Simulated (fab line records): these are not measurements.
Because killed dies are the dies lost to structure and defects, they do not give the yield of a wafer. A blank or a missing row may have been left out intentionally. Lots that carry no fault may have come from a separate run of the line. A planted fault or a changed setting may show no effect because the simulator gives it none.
The same fault as seen by 2 desks	flow berkeley cmos170	numbers are kept per desk, each desk with only its own; the story behind them comes last

== DESK OF THE TOOL OWNER: rie metal-02 ==
The tool's own readings at UCB170_M3_METAL_ETCH_18 (etches Al in Cl2/BCl3, stops on SiO2, target depth 1170 nm, time 195 s): means of the sampled wafers that have a number, for each lot that ran on this tool. A lot is out of limits, marked OUT, if its mean lies more than 4 standard deviations from the usual mean; the brackets give that distance.
Columns: A = bcl3 flow sccm at UCB170_M3_METAL_ETCH_18, usual 44.99 sccm; B = drypump motor current A at UCB170_M3_METAL_ETCH_18, usual 6.0 A; C = mfc cl2 sccm at UCB170_M3_METAL_ETCH_18, usual 90.02 sccm; D = oes product au at UCB170_M3_METAL_ETCH_18, usual 0.855 a.u.; E = throttle valve pct at UCB170_M3_METAL_ETCH_18, usual 24.3 %
lot	first seen here	A	B	C	D	E
L333	day 7 14:17	45.03	6.0	90.07	0.858	24.3
L334	day 8 17:08	44.95	5.9	90.24	0.837	24.6
L344	day 10 20:34	45.04	6.0	89.93	0.822	24.3
L345	day 11 01:40	44.99	6.0	90.02	0.821	24.3
This desk's finding: nothing out of limits on any of the 4 lots.

== THE METROLOGY DESK ==
Lot by lot, what the gauges showed, no matter which tool ran the lot: averages of those sampled wafers that carry a number. A lot is out of limits, marked OUT, if its mean lies more than 4 standard deviations from the usual mean; the brackets give that distance.
Columns: A = cd nm at UCB170_M3_CD_MEAS_15, usual 700.0 nm; B = M3_OVL at UCB170_M3_OVL_MEAS_16, usual -1 nm
lot	first seen here	A	B
L333	day 7 14:06	699.3	-9
L334	day 8 16:55	699.3	-7
L344	day 10 20:20	700.2	-7
L345	day 11 01:26	699.1	1
L346	day 11 01:42	702.6	6
L353	day 12 01:28	700.2	1
This desk's finding: nothing out of limits on any of the 6 lots.

== ALL TOGETHER ==
The tool owner's desk saw nothing out of limits.
Metrology desk: nothing out of limits seen.

== WHAT THE SIMULATOR HAD INSERTED ==
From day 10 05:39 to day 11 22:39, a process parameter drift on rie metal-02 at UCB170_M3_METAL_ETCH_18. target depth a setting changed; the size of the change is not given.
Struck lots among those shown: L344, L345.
